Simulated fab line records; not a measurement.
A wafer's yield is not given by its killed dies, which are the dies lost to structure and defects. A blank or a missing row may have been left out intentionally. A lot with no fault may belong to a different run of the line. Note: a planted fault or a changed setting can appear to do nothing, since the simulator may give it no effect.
Which tool is to blame? + flow berkeley_cmos170 + 15 lots, 45 wafers sampled, at 5 steps of a route of 331

## WHAT THE GAUGES SHOWED, per wafer
UCB170_NWELL_OVL_MEAS_12.
| lot  | measured    | on         | NWELL_OVL (nm) |
|------|-------------|------------|----------------|
| L369 | day 2 12:40 | overlay-01 | -3 -5 -8       |
| L370 | day 2 18:00 | overlay-01 | 1 3 12         |
| L371 | day 3 04:14 | overlay-01 | 3 -8 -3        |
| L373 | day 3 04:21 | overlay-02 | 10 -3 7        |
| L374 | day 3 14:46 | overlay-01 | -5 -4 0        |
| L376 | day 3 22:02 | overlay-01 | -8 -4 -7       |
| L375 | day 3 22:17 | overlay-01 | 3 -4 -2        |
| L377 | day 4 06:28 | overlay-01 | 3 10 1         |
| L379 | day 4 11:20 | overlay-02 | 10 8 11        |
| L380 | day 4 20:43 | overlay-02 | -8 3 0         |
| L381 | day 5 04:04 | overlay-01 | -8 0 5         |
| L382 | day 5 04:12 | overlay-01 | 2 2 8          |
| L387 | day 6 16:23 | overlay-02 | 6 5 2          |
| L388 | day 6 16:29 | overlay-01 | 6 7 8          |
| L389 | day 7 04:45 | overlay-01 | 0 1 -8         |

UCB170_GATE_OVL_MEAS_13.
| lot  | measured     | on         | GATE_OVL (nm) |
|------|--------------|------------|---------------|
| L369 | day 7 11:23  | overlay-02 | 10 -2 14      |
| L370 | day 7 23:42  | overlay-02 | -10 -4 -2     |
| L371 | day 8 22:05  | overlay-01 | -5 1 8        |
| L373 | day 8 21:51  | overlay-01 | -1 -3 -1      |
| L374 | day 8 22:03  | overlay-02 | -16 -9 -2     |
| L376 | day 9 16:34  | overlay-02 | -11 3 4       |
| L375 | day 9 16:41  | overlay-01 | 4 -4 4        |
| L377 | day 10 11:22 | overlay-02 | 4 -3 7        |
| L379 | day 10 10:49 | overlay-02 | -8 7 -6       |
| L380 | day 11 06:52 | overlay-02 | 2 5 7         |
| L381 | day 11 07:08 | overlay-01 | 0 -6 -8       |
| L382 | day 11 06:38 | overlay-02 | 2 5 15        |
| L387 | day 12 21:20 | overlay-01 | -2 -10 -2     |
| L388 | day 12 21:30 | overlay-02 | -12 6 -5      |
| L389 | day 13 10:27 | overlay-02 | 16 3 9        |

UCB170_PLDD_OVL_MEAS_07.
| lot  | measured     | on         | PLDD_OVL (nm) |
|------|--------------|------------|---------------|
| L369 | day 7 12:55  | overlay-02 | 8 -7 7        |
| L370 | day 8 01:20  | overlay-01 | 0 -8 -5       |
| L371 | day 9 00:06  | overlay-01 | -6 -4 -7      |
| L373 | day 8 23:49  | overlay-02 | 0 -2 -9       |
| L374 | day 8 23:56  | overlay-01 | 0 3 8         |
| L376 | day 9 18:06  | overlay-02 | -7 -12 -1     |
| L375 | day 9 18:23  | overlay-01 | -3 -9 -3      |
| L377 | day 10 13:49 | overlay-01 | 0 -3 -1       |
| L379 | day 10 12:49 | overlay-01 | 2 4 6         |
| L380 | day 11 12:12 | overlay-01 | -4 1 -8       |
| L381 | day 11 12:28 | overlay-01 | -1 -6 -4      |
| L382 | day 11 08:26 | overlay-02 | 5 2 1         |
| L387 | day 12 23:52 | overlay-02 | 310 317 326   |
| L388 | day 13 00:10 | overlay-02 | 318 312 308   |
| L389 | day 13 12:15 | overlay-01 | 313 312 306   |

UCB170_NSD_CD_MEAS_06: target cd 1200 nm.
| lot  | measured     | on        | cd_nm (nm)           |
|------|--------------|-----------|----------------------|
| L369 | day 8 06:18  | cd_sem-01 | 1199.5 1201.4 1199.1 |
| L370 | day 8 20:28  | cd_sem-01 | 1199.1 1198.3 1200.5 |
| L371 | day 9 18:51  | cd_sem-02 | 1199.1 1199.1 1198.9 |
| L373 | day 9 18:15  | cd_sem-02 | 1202.9 1202.0 1202.6 |
| L374 | day 9 18:35  | cd_sem-01 | 1199.5 1200.6 1199.0 |
| L376 | day 10 10:01 | cd_sem-02 | 1199.9 1200.4 1200.0 |
| L375 | day 10 10:34 | cd_sem-01 | 1199.6 1200.4 1201.6 |
| L377 | day 11 05:37 | cd_sem-02 | 1201.5 1202.0 1201.8 |
| L379 | day 11 05:05 | cd_sem-02 | 1199.3 1199.3 1198.0 |
| L380 | day 12 06:41 | cd_sem-01 | 1198.3 1198.5 1199.3 |
| L381 | day 12 06:22 | cd_sem-02 | 1201.7 1201.1 1199.7 |
| L382 | day 12 06:28 | cd_sem-01 | 1197.2 1198.5 1199.0 |
| L387 | day 13 13:21 | cd_sem-01 | 1198.7 1200.4 1198.6 |
| L388 | day 13 13:02 | cd_sem-02 | 1200.5 1200.8 1199.7 |
| L389 | day 14 00:53 | cd_sem-02 | 1198.5 1198.2 1198.1 |

## WHICH TOOL RAN EACH LOT (tool, then ch and the chambers of the sampled wafers, then the start)
| lot  | UCB170_PLDD_EXPOSE_03             |
|------|-----------------------------------|
| L369 | krf_scanner-02 ch 0, day 7 12:25  |
| L370 | krf_scanner-01 ch 0, day 8 00:51  |
| L371 | krf_scanner-02 ch 0, day 8 23:31  |
| L373 | krf_scanner-02 ch 0, day 8 22:56  |
| L374 | krf_scanner-01 ch 0, day 8 23:16  |
| L376 | krf_scanner-01 ch 0, day 9 17:33  |
| L375 | krf_scanner-01 ch 0, day 9 17:46  |
| L377 | krf_scanner-01 ch 0, day 10 12:50 |
| L379 | krf_scanner-02 ch 0, day 10 11:56 |
| L380 | krf_scanner-01 ch 0, day 11 11:41 |
| L381 | krf_scanner-02 ch 0, day 11 11:56 |
| L382 | krf_scanner-02 ch 0, day 11 07:55 |
| L387 | krf_scanner-01 ch 0, day 12 23:02 |
| L388 | krf_scanner-01 ch 0, day 12 23:13 |
| L389 | krf_scanner-01 ch 0, day 13 11:37 |
- UCB170_PLDD_EXPOSE_03: exposes mask PSELECT, target cd 1200 nm.

## WHAT THE TOOLS THEMSELVES READ (means of the sampled wafers that have a number; where no wafer has one, the mark that the record gives instead)
UCB170_PLDD_EXPOSE_03.
| lot  | tool           | reticle_temp_C (C) |
|------|----------------|--------------------|
| L369 | krf_scanner-02 | 23.01              |
| L370 | krf_scanner-01 | 23.00              |
| L371 | krf_scanner-02 | 23.07              |
| L373 | krf_scanner-02 | 23.04              |
| L374 | krf_scanner-01 | 22.93              |
| L376 | krf_scanner-01 | 22.88              |
| L375 | krf_scanner-01 | 22.97              |
| L377 | krf_scanner-01 | 22.95              |
| L379 | krf_scanner-02 | 23.06              |
| L380 | krf_scanner-01 | 22.93              |
| L381 | krf_scanner-02 | 22.89              |
| L382 | krf_scanner-02 | 23.05              |
| L387 | krf_scanner-01 | 22.93              |
| L388 | krf_scanner-01 | 23.02              |
| L389 | krf_scanner-01 | 23.03              |

## THE ANSWER, worked out from the rows above alone
Rule: the lots themselves supply what counts as usual. The widest of any qualifying gaps counts: lots, ordered by their means at a reading, are off when they make up no more than a third of the lots, leave a main group of 4 or more, and stand apart from it by 3 or more times the standard deviation of that group's means. Not used: any main group whose means are identical at the precision the tables above print for the reading. A lot without any number at a reading at which 4 lots or more have one is off too. The other lots that the step has rows for count as sound. After the gauges, taken in route order, come the tools' own readings; for these a lot's mean is taken, as printed above. The first step at which some lot is off is used, and at that step the reading that is off furthest; a lot without a number counts as furthest.
Off: at UCB170_PLDD_OVL_MEAS_07 (PLDD_OVL), L387, L388, L389. The main group: mean -2 nm, standard deviation 3.8.
If a tool, at a process step before that reading, ran all the lots that are off and no sound lot after the first of them, it fits. Gauges at UCB170_PLDD_OVL_MEAS_07: tried the same way as those tools. One fits: UCB170_PLDD_EXPOSE_03 on krf_scanner-01. A fault onset in the window from L380 (day 11 11:41, its last sound lot) to L387 (day 12 23:02, its first lot off) fits.

## WHAT HAD BEEN PUT IN BY THE SIMULATOR
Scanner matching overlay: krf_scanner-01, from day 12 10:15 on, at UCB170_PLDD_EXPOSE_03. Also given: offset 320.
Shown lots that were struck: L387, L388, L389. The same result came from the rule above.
